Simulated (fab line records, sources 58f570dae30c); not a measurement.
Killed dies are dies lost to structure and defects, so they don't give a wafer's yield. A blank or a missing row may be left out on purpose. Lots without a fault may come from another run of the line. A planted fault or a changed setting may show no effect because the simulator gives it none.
Problem report in the 8D (eight disciplines) form, filled by code | flow berkeley_cmos170 | the parts of the form that need people (team, actions taken, sign-off) are left out

1. THE PROBLEM
V2_TEOS_THK at UCB170_V2_THK_MEAS_01 reads a mean of 2208 nm on 6 wafers of 2 lots; wafers without a fault read 1997 nm with a standard deviation of 22. That is +9.6 standard deviations from the usual mean.
First seen on wafer L511.3, day 9 10:02, on film_metro-01. The record holds 42 wafers of 14 lots with a number at this step. Rule for "out", or "out of limits": more than 4 standard deviations from the usual mean. The other wafers with a number count as sound.

2. WHAT IT IS AND WHAT IT IS NOT
question                    | is                           | is not
which readings at this step | V2_TEOS_THK                  | -
which lots                  | L511, L512                   | L502, L503, L504, L505, L507, L508, L509, L510, L517, L520, L521, L522
which wafers of those lots  | all that have a number       | -
read on which gauges        | film_metro-01, film_metro-02 | film_metro-04
when                        | from day 9 10:02             | up to then (18 sound wafers); but 18 sound wafers of L509, L510, L517, L520, L521, L522 came after

3. SUSPECTS, AND WHAT RULES EACH OUT
Counting: a tool at a process step up to the reading stays a suspect if it ran every lot that is out and no sound lot after the first of them.
- the gauge at UCB170_V2_THK_MEAS_01: ruled out. The wafers that are out were read on 2 gauges (film_metro-01, film_metro-02).
- pecvd-04 at UCB170_V2_CVD_00 (deposits SiO2 from TEOS/O2, target thk 2000 nm, time 250 s): kept. It ran every lot that is out, first L511 (day 9 09:52), and no sound lot after that; its last sound lot up to then is L508 (day 8 17:53). Its own readings are out on those wafers: rf_fwd_power_W.
Left after counting: pecvd-04 at UCB170_V2_CVD_00.

4. THE CAUSE (what the simulator had put in)
Process parameter drift: pecvd-04, from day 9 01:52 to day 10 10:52, at UCB170_V2_CVD_00. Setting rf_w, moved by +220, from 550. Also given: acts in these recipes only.
Counting left only this tool.

5. THE CHAIN OF EFFECTS, in route order
Each row: a reading whose mean over the struck wafers that have a number lies more than 3 standard deviations from the usual. Only readings for which the record gives a usual standard deviation are gone through. hours: the time from each lot's start at the first step in this table that gives one to its start at this step, as a median over the lots. sigmas: the change in usual standard deviations.
hours | step                  | reading        | usual   | on struck wafers | change | sigmas
0     | UCB170_V2_CVD_00      | rf_fwd_power_W | 548.7 W | 769.1            | +220.4 | +99 or more
0     | UCB170_V2_THK_MEAS_01 | V2_TEOS_THK    | 1997 nm | 2208             | +210   | +9.6
The process steps in it:
- UCB170_V2_CVD_00: deposits SiO2 from TEOS/O2, target thk 2000 nm, time 250 s.

6. WHAT WOULD HAVE CAUGHT IT SOONER
In this record the first reading out of limits at a measuring or inspecting step was taken at day 9 10:02, 8 hours after the fault began at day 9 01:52.
The tool's own readings at UCB170_V2_CVD_00 were out on every struck wafer that the step has a row for (rf_fwd_power_W): an alarm limit on them would have fired on the first of those.
Of the lots that are out (2), L512 began UCB170_V2_CVD_00 on pecvd-04 after day 9 10:02. A hold on the tool at that time would have spared it.
